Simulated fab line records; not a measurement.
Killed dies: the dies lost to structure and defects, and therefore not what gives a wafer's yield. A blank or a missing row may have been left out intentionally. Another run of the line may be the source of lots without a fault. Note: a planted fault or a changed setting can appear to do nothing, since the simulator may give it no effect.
A sampling plan put to the test / flow berkeleyCmos170 / each of the 36 faults these records tell of, on one fab line, judged from the records of the lots it struck
The plan consists of the line's own looks: route steps at which the wafer is read by a gauge or an inspection but not changed. A look can be judged if struck wafers have a number there and the file gives its usual mean and standard deviation on fault-free wafers. Caught: the struck wafers' mean, at a look after the fault's first step, is 4 or more of those standard deviations (sigma) away from the usual mean. On the tool: the test repeated on the tool's own readings taken at the fault's steps. If the struck wafers alone have a blank record, or they carry another recipe, that too counts as caught.

## THE FAULTS, as the simulator had put them in
1. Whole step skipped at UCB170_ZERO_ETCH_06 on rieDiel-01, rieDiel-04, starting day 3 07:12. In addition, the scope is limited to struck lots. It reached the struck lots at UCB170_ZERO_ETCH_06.
2. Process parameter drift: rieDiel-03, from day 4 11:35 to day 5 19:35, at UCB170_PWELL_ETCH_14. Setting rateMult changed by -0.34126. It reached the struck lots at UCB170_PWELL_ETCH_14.
3. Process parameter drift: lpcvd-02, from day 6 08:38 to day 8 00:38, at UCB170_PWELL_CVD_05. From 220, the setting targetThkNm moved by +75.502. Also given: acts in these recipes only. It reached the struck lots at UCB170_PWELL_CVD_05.
4. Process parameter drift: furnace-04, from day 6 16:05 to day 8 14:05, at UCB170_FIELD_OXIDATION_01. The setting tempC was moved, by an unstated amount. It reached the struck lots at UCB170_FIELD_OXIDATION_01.
5. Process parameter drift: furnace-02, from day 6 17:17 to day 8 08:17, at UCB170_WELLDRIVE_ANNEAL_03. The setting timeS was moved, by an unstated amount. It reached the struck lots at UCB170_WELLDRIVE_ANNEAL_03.
6. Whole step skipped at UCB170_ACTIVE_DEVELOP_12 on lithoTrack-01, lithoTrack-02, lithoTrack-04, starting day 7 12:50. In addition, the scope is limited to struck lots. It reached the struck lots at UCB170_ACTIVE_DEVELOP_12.
7. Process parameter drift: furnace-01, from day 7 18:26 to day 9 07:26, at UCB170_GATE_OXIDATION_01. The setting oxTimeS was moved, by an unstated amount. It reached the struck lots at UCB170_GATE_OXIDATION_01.
8. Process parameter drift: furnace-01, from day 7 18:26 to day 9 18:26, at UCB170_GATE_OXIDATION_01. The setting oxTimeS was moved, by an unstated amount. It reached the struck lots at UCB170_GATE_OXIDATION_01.
9. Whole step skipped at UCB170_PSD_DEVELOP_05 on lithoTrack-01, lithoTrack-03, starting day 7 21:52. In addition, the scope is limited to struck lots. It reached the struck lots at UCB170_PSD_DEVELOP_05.
10. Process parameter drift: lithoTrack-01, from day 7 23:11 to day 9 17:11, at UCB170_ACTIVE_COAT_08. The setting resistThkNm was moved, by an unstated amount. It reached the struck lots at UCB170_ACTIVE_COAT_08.
11. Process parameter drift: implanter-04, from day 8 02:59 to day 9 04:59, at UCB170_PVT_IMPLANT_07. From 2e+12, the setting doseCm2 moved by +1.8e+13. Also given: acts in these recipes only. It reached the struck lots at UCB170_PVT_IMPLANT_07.
12. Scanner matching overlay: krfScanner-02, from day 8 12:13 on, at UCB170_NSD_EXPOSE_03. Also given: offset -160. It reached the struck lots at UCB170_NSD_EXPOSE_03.
13. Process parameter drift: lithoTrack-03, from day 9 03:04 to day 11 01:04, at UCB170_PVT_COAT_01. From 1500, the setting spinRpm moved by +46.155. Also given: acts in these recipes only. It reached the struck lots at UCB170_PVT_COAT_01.
14. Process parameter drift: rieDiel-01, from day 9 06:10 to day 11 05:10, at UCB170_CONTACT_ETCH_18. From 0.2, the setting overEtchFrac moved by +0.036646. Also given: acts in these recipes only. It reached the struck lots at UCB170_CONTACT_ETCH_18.
15. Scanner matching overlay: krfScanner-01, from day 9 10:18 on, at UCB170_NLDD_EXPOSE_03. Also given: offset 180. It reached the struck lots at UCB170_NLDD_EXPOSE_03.
16. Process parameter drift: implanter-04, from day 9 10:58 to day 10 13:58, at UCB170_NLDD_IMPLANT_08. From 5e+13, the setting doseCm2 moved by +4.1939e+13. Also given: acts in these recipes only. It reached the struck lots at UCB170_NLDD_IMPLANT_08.
17. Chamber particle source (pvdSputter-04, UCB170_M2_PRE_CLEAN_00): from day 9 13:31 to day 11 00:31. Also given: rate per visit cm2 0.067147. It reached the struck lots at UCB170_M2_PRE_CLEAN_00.
18. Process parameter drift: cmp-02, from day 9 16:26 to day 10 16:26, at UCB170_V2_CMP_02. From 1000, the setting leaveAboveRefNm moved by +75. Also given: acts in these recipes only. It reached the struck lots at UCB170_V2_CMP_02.
19. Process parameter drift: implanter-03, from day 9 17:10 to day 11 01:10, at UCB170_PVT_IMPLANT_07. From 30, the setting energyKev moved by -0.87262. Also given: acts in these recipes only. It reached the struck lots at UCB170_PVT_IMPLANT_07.
20. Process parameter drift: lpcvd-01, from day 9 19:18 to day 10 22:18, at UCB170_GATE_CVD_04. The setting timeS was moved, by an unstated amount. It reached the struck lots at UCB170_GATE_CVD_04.
21. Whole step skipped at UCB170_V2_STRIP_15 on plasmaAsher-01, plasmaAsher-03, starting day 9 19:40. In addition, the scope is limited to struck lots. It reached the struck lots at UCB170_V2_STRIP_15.
22. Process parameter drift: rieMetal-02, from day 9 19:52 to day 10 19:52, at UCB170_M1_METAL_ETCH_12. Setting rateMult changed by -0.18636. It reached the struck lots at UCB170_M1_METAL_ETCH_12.
23. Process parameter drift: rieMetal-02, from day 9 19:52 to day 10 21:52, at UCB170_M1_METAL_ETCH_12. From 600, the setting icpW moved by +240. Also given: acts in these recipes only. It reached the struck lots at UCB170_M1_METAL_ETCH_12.
24. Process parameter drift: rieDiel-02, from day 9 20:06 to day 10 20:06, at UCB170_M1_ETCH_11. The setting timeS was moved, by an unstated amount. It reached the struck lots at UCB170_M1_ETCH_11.
25. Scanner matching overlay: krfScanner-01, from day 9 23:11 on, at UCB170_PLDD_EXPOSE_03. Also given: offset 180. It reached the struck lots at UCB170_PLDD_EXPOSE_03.
26. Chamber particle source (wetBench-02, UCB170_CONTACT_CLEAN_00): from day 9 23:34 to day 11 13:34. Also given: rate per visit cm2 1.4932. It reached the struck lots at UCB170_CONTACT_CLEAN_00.
27. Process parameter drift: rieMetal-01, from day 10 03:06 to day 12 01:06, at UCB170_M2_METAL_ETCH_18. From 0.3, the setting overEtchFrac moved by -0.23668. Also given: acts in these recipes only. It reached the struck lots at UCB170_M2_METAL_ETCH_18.
28. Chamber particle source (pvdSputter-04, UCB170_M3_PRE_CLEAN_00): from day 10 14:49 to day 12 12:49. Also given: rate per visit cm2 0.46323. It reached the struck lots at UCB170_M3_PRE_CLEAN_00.
29. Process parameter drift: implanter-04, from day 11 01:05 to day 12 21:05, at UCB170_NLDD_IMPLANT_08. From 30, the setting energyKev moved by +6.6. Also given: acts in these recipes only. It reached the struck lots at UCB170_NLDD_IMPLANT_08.
30. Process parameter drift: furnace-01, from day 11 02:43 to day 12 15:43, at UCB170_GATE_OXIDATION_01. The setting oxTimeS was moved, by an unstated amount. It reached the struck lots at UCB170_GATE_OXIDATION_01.
31. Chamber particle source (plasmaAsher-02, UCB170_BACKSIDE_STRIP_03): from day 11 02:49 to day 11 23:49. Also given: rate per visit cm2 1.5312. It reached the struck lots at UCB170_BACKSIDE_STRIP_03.
32. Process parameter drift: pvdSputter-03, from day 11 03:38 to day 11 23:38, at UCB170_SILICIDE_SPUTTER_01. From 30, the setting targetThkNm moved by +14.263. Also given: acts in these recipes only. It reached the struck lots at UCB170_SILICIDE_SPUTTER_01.
33. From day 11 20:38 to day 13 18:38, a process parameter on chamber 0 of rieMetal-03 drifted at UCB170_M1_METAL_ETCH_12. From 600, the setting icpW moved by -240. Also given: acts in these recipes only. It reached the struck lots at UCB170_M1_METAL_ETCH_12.
34. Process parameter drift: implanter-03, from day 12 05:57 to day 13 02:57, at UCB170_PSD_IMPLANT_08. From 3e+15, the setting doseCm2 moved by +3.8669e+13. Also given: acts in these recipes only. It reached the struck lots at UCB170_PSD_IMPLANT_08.
35. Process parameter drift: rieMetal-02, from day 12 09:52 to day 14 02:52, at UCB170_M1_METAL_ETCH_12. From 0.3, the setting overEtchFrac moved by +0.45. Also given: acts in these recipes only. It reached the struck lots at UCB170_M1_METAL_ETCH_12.
36. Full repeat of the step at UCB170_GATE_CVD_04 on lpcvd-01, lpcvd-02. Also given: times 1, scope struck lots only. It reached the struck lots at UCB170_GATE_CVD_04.

## WHAT THE PLAN SAW
fault=1; on the tool itself=the tool's record is blank for the struck wafers; first look that catches it=no look after it can be judged; reading, sigma=-; median hours from its first step to that look=-; hours from the fault's start to the first struck lot there=-; judged looks passed uncaught=0
fault=2; on the tool itself=oesProductAu -10 sigma; first look that catches it=none of the 3 looks that can be judged after it; reading, sigma=-; median hours from its first step to that look=-; hours from the fault's start to the first struck lot there=-; judged looks passed uncaught=3
fault=3; on the tool itself=under 2 sigma; first look that catches it=UCB170_PWELL_THK_MEAS_06; reading, sigma=PWELL_NITRIDE_THK +39; median hours from its first step to that look=1.9; hours from the fault's start to the first struck lot there=10; judged looks passed uncaught=0
fault=4; on the tool itself=tubeCenterTempC +99 or beyond sigma; first look that catches it=UCB170_FIELD_THK_MEAS_02; reading, sigma=FIELD_OXIDE_THK +9.7; median hours from its first step to that look=3.0; hours from the fault's start to the first struck lot there=9; judged looks passed uncaught=0
fault=5; on the tool itself=no reading that can be judged; first look that catches it=none of the 6 looks that can be judged after it; reading, sigma=-; median hours from its first step to that look=-; hours from the fault's start to the first struck lot there=-; judged looks passed uncaught=6
fault=6; on the tool itself=no reading that can be judged; first look that catches it=no look after it can be judged; reading, sigma=-; median hours from its first step to that look=-; hours from the fault's start to the first struck lot there=-; judged looks passed uncaught=0
fault=7; on the tool itself=under 2 sigma; first look that catches it=UCB170_GATE_THK_MEAS_02; reading, sigma=GATE_OXIDE_THK +16; median hours from its first step to that look=1.5; hours from the fault's start to the first struck lot there=11; judged looks passed uncaught=0
fault=8; on the tool itself=under 2 sigma; first look that catches it=UCB170_GATE_THK_MEAS_02; reading, sigma=GATE_OXIDE_THK +6.7; median hours from its first step to that look=1.5; hours from the fault's start to the first struck lot there=11; judged looks passed uncaught=0
fault=9; on the tool itself=no reading that can be judged; first look that catches it=no look after it can be judged; reading, sigma=-; median hours from its first step to that look=-; hours from the fault's start to the first struck lot there=-; judged looks passed uncaught=0
fault=10; on the tool itself=under 2 sigma; first look that catches it=not the one look that can be judged after it; reading, sigma=-; median hours from its first step to that look=-; hours from the fault's start to the first struck lot there=-; judged looks passed uncaught=1
fault=11; on the tool itself=doseIonsCm2 +99 or beyond sigma; first look that catches it=UCB170_PVT_TW_MEAS_09; reading, sigma=PVT_TW +99 or beyond; median hours from its first step to that look=0.3; hours from the fault's start to the first struck lot there=3; judged looks passed uncaught=0
fault=12; on the tool itself=no reading that can be judged; first look that catches it=UCB170_NSD_OVL_MEAS_07; reading, sigma=NSD_OVL -24; median hours from its first step to that look=0.8; hours from the fault's start to the first struck lot there=1; judged looks passed uncaught=0
fault=13; on the tool itself=spinSpeedRpm +51 sigma; first look that catches it=not the one look that can be judged after it; reading, sigma=-; median hours from its first step to that look=-; hours from the fault's start to the first struck lot there=-; judged looks passed uncaught=1
fault=14; on the tool itself=under 2 sigma; first look that catches it=no look after it can be judged; reading, sigma=-; median hours from its first step to that look=-; hours from the fault's start to the first struck lot there=-; judged looks passed uncaught=0
fault=15; on the tool itself=under 2 sigma; first look that catches it=UCB170_NLDD_OVL_MEAS_07; reading, sigma=NLDD_OVL +29; median hours from its first step to that look=0.5; hours from the fault's start to the first struck lot there=9; judged looks passed uncaught=0
fault=16; on the tool itself=doseIonsCm2 +99 or beyond sigma; first look that catches it=UCB170_NLDD_TW_MEAS_11; reading, sigma=NLDD_TW +14; median hours from its first step to that look=0.4; hours from the fault's start to the first struck lot there=9; judged looks passed uncaught=0
fault=17; on the tool itself=no reading that can be judged; first look that catches it=none of the 2 looks that can be judged after it; reading, sigma=-; median hours from its first step to that look=-; hours from the fault's start to the first struck lot there=-; judged looks passed uncaught=2
fault=18; on the tool itself=under 2 sigma; first look that catches it=UCB170_V2_THK_MEAS_04; reading, sigma=V2_POLISHED_THK +68; median hours from its first step to that look=0.3; hours from the fault's start to the first struck lot there=10; judged looks passed uncaught=0
fault=19; on the tool itself=beamEnergyKeV -88 sigma; first look that catches it=no look after it can be judged; reading, sigma=-; median hours from its first step to that look=-; hours from the fault's start to the first struck lot there=-; judged looks passed uncaught=0
fault=20; on the tool itself=under 2 sigma; first look that catches it=UCB170_GATE_THK_MEAS_05; reading, sigma=GATE_POLY_THK +8.8; median hours from its first step to that look=1.4; hours from the fault's start to the first struck lot there=8; judged looks passed uncaught=0
fault=21; on the tool itself=the tool's record is blank for the struck wafers; first look that catches it=not the one look that can be judged after it; reading, sigma=-; median hours from its first step to that look=-; hours from the fault's start to the first struck lot there=-; judged looks passed uncaught=1
fault=22; on the tool itself=under 2 sigma; first look that catches it=not the one look that can be judged after it; reading, sigma=strongest: cdNm at UCB170_M1_CD_MEAS_90, +2.8; median hours from its first step to that look=-; hours from the fault's start to the first struck lot there=-; judged looks passed uncaught=1
fault=23; on the tool itself=rfFwdPowerW +99 or beyond sigma; first look that catches it=UCB170_M1_CD_MEAS_90; reading, sigma=cdNm -5.4; median hours from its first step to that look=0.2; hours from the fault's start to the first struck lot there=3; judged looks passed uncaught=0
fault=24; on the tool itself=under 2 sigma; first look that catches it=none of the 2 looks that can be judged after it; reading, sigma=strongest: cdNm at UCB170_M1_CD_MEAS_90, +2.8; median hours from its first step to that look=-; hours from the fault's start to the first struck lot there=-; judged looks passed uncaught=2
fault=25; on the tool itself=under 2 sigma; first look that catches it=UCB170_PLDD_OVL_MEAS_07; reading, sigma=PLDD_OVL +33; median hours from its first step to that look=0.8; hours from the fault's start to the first struck lot there=7; judged looks passed uncaught=0
fault=26; on the tool itself=no reading that can be judged; first look that catches it=none of the 3 looks that can be judged after it; reading, sigma=-; median hours from its first step to that look=-; hours from the fault's start to the first struck lot there=-; judged looks passed uncaught=3
fault=27; on the tool itself=oesProductAu +8.5 sigma; first look that catches it=UCB170_M2_CD_MEAS_90; reading, sigma=cdNm +4.1; median hours from its first step to that look=0.4; hours from the fault's start to the first struck lot there=2; judged looks passed uncaught=0
fault=28; on the tool itself=no reading that can be judged; first look that catches it=no look after it can be judged; reading, sigma=-; median hours from its first step to that look=-; hours from the fault's start to the first struck lot there=-; judged looks passed uncaught=0
fault=29; on the tool itself=beamEnergyKeV +99 or beyond sigma; first look that catches it=UCB170_NLDD_TW_MEAS_11; reading, sigma=NLDD_TW +4.5; median hours from its first step to that look=0.4; hours from the fault's start to the first struck lot there=7; judged looks passed uncaught=0
fault=30; on the tool itself=under 2 sigma; first look that catches it=UCB170_GATE_THK_MEAS_02; reading, sigma=GATE_OXIDE_THK -7.0; median hours from its first step to that look=1.5; hours from the fault's start to the first struck lot there=12; judged looks passed uncaught=0
fault=31; on the tool itself=under 2 sigma; first look that catches it=not the one look that can be judged after it; reading, sigma=-; median hours from its first step to that look=-; hours from the fault's start to the first struck lot there=-; judged looks passed uncaught=1
fault=32; on the tool itself=under 2 sigma; first look that catches it=UCB170_SILICIDE_RS_MEAS_02; reading, sigma=SILICIDE_TI_RS -27; median hours from its first step to that look=0.0; hours from the fault's start to the first struck lot there=4; judged looks passed uncaught=0
fault=33; on the tool itself=rfFwdPowerW -99 or beyond sigma; first look that catches it=UCB170_M1_CD_MEAS_90; reading, sigma=cdNm +4.9; median hours from its first step to that look=0.2; hours from the fault's start to the first struck lot there=12; judged looks passed uncaught=0
fault=34; on the tool itself=doseIonsCm2 +11 sigma; first look that catches it=no look after it can be judged; reading, sigma=-; median hours from its first step to that look=-; hours from the fault's start to the first struck lot there=-; judged looks passed uncaught=0
fault=35; on the tool itself=oesProductAu -8.4 sigma; first look that catches it=UCB170_M1_CD_MEAS_90; reading, sigma=cdNm -4.7; median hours from its first step to that look=0.3; hours from the fault's start to the first struck lot there=3; judged looks passed uncaught=0
fault=36; on the tool itself=under 2 sigma; first look that catches it=UCB170_GATE_THK_MEAS_05; reading, sigma=GATE_POLY_THK +99 or beyond; median hours from its first step to that look=3.9; hours from the fault's start to the first struck lot there=-; judged looks passed uncaught=0
A dash: the fault isn't caught, or these records don't give the number.

Caught at a look: 19 of 36. Caught on the tool: 14 of 36. By one or the other: 25 of 36.
Faults caught by the tool alone: 1, 2, 13, 19, 21, 34.
Caught at a look alone: faults 3, 7, 8, 12, 15, 18, 20, 25, 30, 32, 36.
Caught by neither: faults 5, 6, 9, 10, 14, 17, 22, 24, 26, 28, 31.

## THINNER SAMPLING
If the look that catches a fault measured only every second or every third lot, by lot number, the first struck lot would be measured this late in the worst case:
fault=3; struck lots at that look, in order of time=L252, L253; every lot=10 h; every second lot=10 h; every third lot=may miss all 2
fault=4; struck lots at that look, in order of time=L850, L855, L854; every lot=9 h; every second lot=32 h; every third lot=32 h
fault=7; struck lots at that look, in order of time=L594, L592, L593; every lot=11 h; every second lot=11 h; every third lot=11 h
fault=8; struck lots at that look, in order of time=L436, L434, L435; every lot=11 h; every second lot=11 h; every third lot=11 h
fault=11; struck lots at that look, in order of time=L897, L900; every lot=3 h; every second lot=18 h; every third lot=may miss all 2
fault=12; struck lots at that look, in order of time=L916, L919; every lot=1 h; every second lot=18 h; every third lot=may miss all 2
fault=15; struck lots at that look, in order of time=L940, L941, L942, L945; every lot=9 h; every second lot=10 h; every third lot=23 h
fault=16; struck lots at that look, in order of time=L200, L204; every lot=9 h; every second lot=may miss all 2; every third lot=may miss all 2
fault=18; struck lots at that look, in order of time=L875, L877; every lot=10 h; every second lot=may miss all 2; every third lot=may miss all 2
fault=20; struck lots at that look, in order of time=L597, L596; every lot=8 h; every second lot=8 h; every third lot=may miss all 2
fault=23; struck lots at that look, in order of time=L309, L311; every lot=3 h; every second lot=may miss all 2; every third lot=may miss all 2
fault=25; struck lots at that look, in order of time=L956, L960; every lot=7 h; every second lot=may miss all 2; every third lot=may miss all 2
fault=27; struck lots at that look, in order of time=L330, L332; every lot=2 h; every second lot=may miss all 2; every third lot=may miss all 2
fault=29; struck lots at that look, in order of time=L746, L747; every lot=7 h; every second lot=8 h; every third lot=may miss all 2
fault=30; struck lots at that look, in order of time=L881, L880; every lot=12 h; every second lot=13 h; every third lot=may miss all 2
fault=32; struck lots at that look, in order of time=L390, L389; every lot=4 h; every second lot=17 h; every third lot=may miss all 2
fault=33; struck lots at that look, in order of time=L391, L389; every lot=12 h; every second lot=may miss all 2; every third lot=may miss all 2
fault=35; struck lots at that look, in order of time=L614, L616; every lot=3 h; every second lot=may miss all 2; every third lot=may miss all 2
Hours: fault start to first struck lot measured. Since the struck wafers were tested as one group against 4 sigma, a single lot by itself may lie under the limit. Other struck lots may not be in these records.

## THE LONGEST TIMED WAY FROM STEP TO LOOK
Fault 36: median gap of 3.9 hours between UCB170_GATE_CVD_04 and UCB170_GATE_THK_MEAS_05. No look between them can be judged.
